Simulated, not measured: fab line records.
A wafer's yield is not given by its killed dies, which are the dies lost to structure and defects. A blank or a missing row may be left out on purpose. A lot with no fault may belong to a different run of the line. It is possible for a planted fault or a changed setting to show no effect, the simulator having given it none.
One fault through the eyes of 2 desks + flow berkeley cmos170 + what lay behind the numbers comes last; until then each desk has only its own

## AT THE METROLOGY DESK
What the gauges read for every lot (on any tool): the sampled wafers with a number, averaged. Any lot whose mean is over 4 standard deviations away from the usual mean is out of limits and marked OUT; that distance is given in the brackets.
Columns: A = SPACER_TEOS_THK at UCB170_SPACER_THK_MEAS_01, usual 376 nm; B = cd nm at UCB170_M1_CD_MEAS_09, usual 700.9 nm
| lot  | first seen here | A              | B     |
|------|-----------------|----------------|-------|
| L239 | day 7 05:38     | 376            | 699.3 |
| L240 | day 7 10:49     | 376            | 700.9 |
| L241 | day 7 11:08     | 374            | 700.0 |
| L244 | day 8 09:27     | 377            | 701.6 |
| L245 | day 8 21:53     | 376            | 703.2 |
| L246 | day 8 22:02     | 375            | 699.5 |
| L248 | day 9 09:40     | 370            | 700.4 |
| L250 | day 9 19:05     | 333 (-9.8) OUT | 700.4 |
| L252 | day 10 09:49    | 331 (-10) OUT  | 702.2 |
| L253 | day 10 09:50    | 378            | 699.8 |
| L257 | day 11 02:41    | 372            | 700.5 |
| L258 | day 11 16:49    | 373            | 701.9 |
| L259 | day 11 17:31    | 376            | 701.0 |
| L260 | day 12 05:52    | 380            | 702.2 |
This desk finds L250, L252 out of limits, with the earliest case on L250 at day 9 19:05 (SPACER_TEOS_THK at UCB170_SPACER_THK_MEAS_01). L239, L240, L241, L244, L245, L246, L248, L253, L257, L258, L259, L260 stayed within limits.

## THE TOOL OWNER'S DESK: pecvd-04
The tool's own readings at UCB170_SPACER_CVD_00 (deposits SiO2 from TEOS/O2, target thk 376 nm, time 47 s): means of the sampled wafers that have a number, for each lot that ran on this tool. Any lot whose mean is over 4 standard deviations away from the usual mean is out of limits and marked OUT; that distance is given in the brackets.
Columns: A = heater power w at UCB170_SPACER_CVD_00, usual 281 W
| lot  | first seen here | A   |
|------|-----------------|-----|
| L241 | day 7 11:05     | 325 |
| L246 | day 8 21:59     | 328 |
| L248 | day 9 09:37     | 280 |
| L250 | day 9 19:02     | 294 |
| L252 | day 10 09:46    | 388 |
This desk found nothing out of limits on any of the 5 lots.

## PUT TOGETHER
An alarm was possible from the metrology desk at day 9 19:05, on L250, L252.
The desk of the tool owner found nothing out of limits.
Tool owner's desk: L250, L252 on record, inside its limits.
The lots listed all ran UCB170_SPACER_CVD_00 on pecvd-04.

## WHAT HAD BEEN PUT IN BY THE SIMULATOR
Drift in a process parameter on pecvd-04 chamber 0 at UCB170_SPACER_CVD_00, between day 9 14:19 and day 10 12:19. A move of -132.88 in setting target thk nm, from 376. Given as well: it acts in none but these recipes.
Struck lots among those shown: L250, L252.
Time in hours between the start of the fault and the first out-of-limits reading at each desk: metrology desk, 5.
